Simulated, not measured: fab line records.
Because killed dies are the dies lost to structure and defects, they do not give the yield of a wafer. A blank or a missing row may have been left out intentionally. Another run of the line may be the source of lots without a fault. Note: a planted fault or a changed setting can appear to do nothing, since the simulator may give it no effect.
One fault seen from 2 desks + flow berkeley_cmos170 + numbers are kept per desk, each desk with only its own; the story behind them comes last

## METROLOGY DESK
What the gauges read for every lot (on any tool): the sampled wafers with a number, averaged. A lot is out of limits, marked OUT, if its mean lies more than 4 standard deviations from the usual mean; the brackets give that distance.
Columns: A = NSD_RS at UCB170_SDANNEAL_RS_MEAS_03, usual 37.30 ohm/sq; B = M1_AL_RS at UCB170_M1_RS_MEAS_01, usual 0.0473 ohm/sq; C = M1_AL_THK at UCB170_M1_THK_MEAS_02, usual 624 nm
| lot  | first seen here | A     | B                 | C              |
|------|-----------------|-------|-------------------|----------------|
| L123 | day 6 11:30     | 37.30 | 0.0479            | 619            |
| L124 | day 7 01:53     | 37.41 | 0.0473            | 620            |
| L128 | day 7 11:47     | 37.27 | 0.0470            | 632            |
| L129 | day 8 00:24     | 37.27 | 0.0468            | 632            |
| L130 | day 8 00:56     | 37.12 | 0.0474            | 619            |
| L131 | day 8 04:11     | 37.37 | 0.0473            | 619            |
| L133 | day 8 06:29     | 37.26 | 0.0479            | 612            |
| L132 | day 8 06:46     | 37.44 | 0.0476            | 615            |
| L134 | day 8 23:26     | 37.31 | 0.0472            | 622            |
| L136 | day 9 13:49     | 37.35 | 0.0524 (+9.2) OUT | 568 (-6.8) OUT |
| L137 | day 9 14:14     | 37.39 | 0.0470            | 625            |
| L142 | day 10 09:29    | 37.24 | 0.0467            | 641            |
| L146 | day 10 20:28    | 37.31 | 0.0475            | 625            |
Finding of this desk: L136 out of limits, first seen on L136 at day 9 20:57 (M1_AL_RS at UCB170_M1_RS_MEAS_01). In limits: L123, L124, L128, L129, L130, L131, L133, L132, L134, L137, L142, L146.

## DESK OF THE TOOL OWNER: pvd_sputter-03
The tool's own readings at UCB170_M1_SPUTTER_00 (material Al, target thk 600 nm, time 82.13 s): means of the sampled wafers that have a number, for each lot that ran on this tool. A lot is out of limits, marked OUT, if its mean lies more than 4 standard deviations from the usual mean; the brackets give that distance.
Columns: A = cathode_dc_power_W at UCB170_M1_SPUTTER_00, usual 6000.0 W; B = chamber_pressure_pa at UCB170_M1_SPUTTER_00, usual 0.5002 Pa; C = throttle_valve_pct at UCB170_M1_SPUTTER_00, usual 29.7 %
| lot  | first seen here | A                        | B      | C    |
|------|-----------------|--------------------------|--------|------|
| L129 | day 8 06:27     | 5999.2                   | 0.4998 | 29.6 |
| L133 | day 8 13:01     | 6000.1                   | 0.4997 | 29.5 |
| L137 | day 9 20:07     | 5999.4                   | 0.5005 | 29.6 |
| L136 | day 9 20:51     | 5473.8 (-99 or more) OUT | 0.4987 | 30.0 |
Finding of this desk: L136 out of limits; the first was L136 at day 9 20:51, on cathode_dc_power_W at UCB170_M1_SPUTTER_00. In limits: L129, L133, L137.

## ALL TOGETHER
At day 9 20:51, on L136, the tool owner's desk was in a position to raise an alarm.
Metrology desk: alarm possible at day 9 20:57 on L136.
UCB170_M1_SPUTTER_00 was run on pvd_sputter-03 by each of the lots named.

## WHAT THE SIMULATOR HAD PUT IN
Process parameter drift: pvd_sputter-03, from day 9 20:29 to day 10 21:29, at UCB170_M1_SPUTTER_00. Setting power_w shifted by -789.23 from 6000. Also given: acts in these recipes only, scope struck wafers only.
Shown lots that were struck: L136.
Counting hours from when the fault started, the first reading out of limits came at 0 for the tool owner's desk and at 0 for the metrology desk.
